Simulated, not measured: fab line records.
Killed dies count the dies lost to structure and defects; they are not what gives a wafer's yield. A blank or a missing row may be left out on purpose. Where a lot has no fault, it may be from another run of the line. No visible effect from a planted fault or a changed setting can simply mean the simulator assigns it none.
Matching of chambers    flow berkeleyCmos170    3 sister chambers for UCB170_V2_CVD_00 on pecvd-02
The step deposits SiO2 from TEOS/O2, target thk 2000 nm, time 250 s. 6 wafers are shown with their chamber, then 8 later ones without.

WAFERS WITH THEIR CHAMBER
wafer   chamber  heaterPowerW (W)
L090.3  1        327
L090.5  1        234
L092.1  0        203
L092.2  2        249
L092.3  0        164
L092.4  2        196

WAFERS MISSING THEIR CHAMBER
wafer   heaterPowerW (W)
L092.5  231
L092.6  267
L093.1  255
L093.2  211
L093.3  196
L093.4  164
L093.5  229
L093.6  266

CHAMBER TAKEN BY EACH
wafer   from the rows above           in truth
L092.5  can't be placed: 2 or 0 or 1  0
L092.6  can't be placed: 1 or 2 or 0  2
L093.1  can't be placed: 1 or 2 or 0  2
L093.2  can't be placed: 2 or 0 or 1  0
L093.3  can't be placed: 0 or 2 or 1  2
L093.4  can't be placed: 0 or 2       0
L093.5  can't be placed: 2 or 0 or 1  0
L093.6  can't be placed: 1 or 2 or 0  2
Correct placement for 0 of the 8. Cannot be placed on the basis of these rows: 8; the candidates contain the true chamber in 8. Number placed wrongly: 0.
How it was worked out, from the rows above alone: a wafer's distance from a chamber is the root of the sum, over the readings, of the square of ((its reading less the chamber's mean) divided by the reading's scatter). If the next closest chamber is less than 2 further off than the closest, the wafer can't be placed; otherwise it belongs to the closest. A chamber's mean is the mean of its shown wafers. The scatter is the square root of a quotient: the sum, over the shown wafers, of each reading's squared deviation from its chamber's mean, divided by wafers minus chambers.
